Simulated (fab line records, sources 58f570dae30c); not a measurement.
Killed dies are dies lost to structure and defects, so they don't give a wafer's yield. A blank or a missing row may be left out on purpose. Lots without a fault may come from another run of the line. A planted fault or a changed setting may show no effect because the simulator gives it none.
One fault seen from 2 desks | flow berkeley_cmos170 | each desk has only its own numbers; what lay behind them comes last

THE TOOL OWNER'S DESK: implanter-02
The tool's own readings at UCB170_NSD_IMPLANT_08: means of the sampled wafers that have a number, for each lot that ran on this tool. A lot is out of limits, marked OUT, if its mean lies more than 4 standard deviations from the usual mean; the brackets give that distance.
Columns: A = beam_energy_keV at UCB170_NSD_IMPLANT_08, usual 40.000
lot  | first seen here | A
L202 | day 9 08:15     | 39.997
L205 | day 10 05:10    | 39.990
L207 | day 10 06:11    | 40.010
L209 | day 10 08:58    | 40.002
L211 | day 11 08:34    | 53.999 (+99 or more) OUT
L213 | day 11 15:04    | 53.987 (+99 or more) OUT
This desk's finding: out of limits on L211, L213; first on L211, day 11 08:34 (beam_energy_keV at UCB170_NSD_IMPLANT_08). In limits: L202, L205, L207, L209.

THE METROLOGY DESK
What the gauges read, lot by lot, whatever tool the lot ran on: means of the sampled wafers that have a number. A lot is out of limits, marked OUT, if its mean lies more than 4 standard deviations from the usual mean; the brackets give that distance.
Columns: A = PSD_OVL at UCB170_PSD_OVL_MEAS_07, usual 4 nm; B = NSD_TW at UCB170_NSD_TW_MEAS_10, usual 4200; C = NSD_RS at UCB170_SDANNEAL_RS_MEAS_03, usual 36.96 ohm/sq
lot  | first seen here | A  | B               | C
L200 | day 8 18:40     | 4  | 4137            | 36.94
L199 | day 8 18:58     | 3  | 4127            | 36.87
L203 | day 9 06:14     | 9  | 4287            | 37.04
L202 | day 9 06:23     | -2 | 4185            | 36.96
L204 | day 9 06:38     | -0 | 4113            | 36.95
L205 | day 10 02:41    | -2 | 4166            | 36.94
L206 | day 10 03:02    | -6 | 4160            | 37.00
L207 | day 10 03:17    | 10 | 4271            | 36.90
L209 | day 10 06:52    | 6  | 4244            | 36.92
L211 | day 11 05:44    | 3  | 4526 (+5.5) OUT | 33.86 (-45) OUT
L213 | day 11 13:26    | 3  | 4536 (+5.7) OUT | 33.86 (-45) OUT
L214 | day 11 22:27    | -4 | 4161            | 36.95
L219 | day 12 23:55    | 7  | 4182            | 37.06
L220 | day 12 23:58    | 1  | 4252            | 36.87
This desk's finding: out of limits on L211, L213; first on L211, day 11 08:49 (NSD_TW at UCB170_NSD_TW_MEAS_10). In limits: L200, L199, L203, L202, L204, L205, L206, L207, L209, L214, L219, L220.

PUT TOGETHER
The tool owner's desk could have raised an alarm at day 11 08:34, on L211, L213.
The metrology desk could have raised an alarm at day 11 08:49, on L211, L213.
Of the lots named, all ran UCB170_NSD_IMPLANT_08 on implanter-02.

WHAT THE SIMULATOR HAD PUT IN
Process parameter drift: implanter-02, from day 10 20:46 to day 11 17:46, at UCB170_NSD_IMPLANT_08. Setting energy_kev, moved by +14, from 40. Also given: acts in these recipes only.
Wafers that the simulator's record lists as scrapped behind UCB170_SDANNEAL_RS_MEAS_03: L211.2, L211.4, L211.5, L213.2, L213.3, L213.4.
Lots struck among those shown: L211, L213.
Hours from the fault's start to each desk's first reading out of limits: the tool owner's desk, 12; the metrology desk, 12.
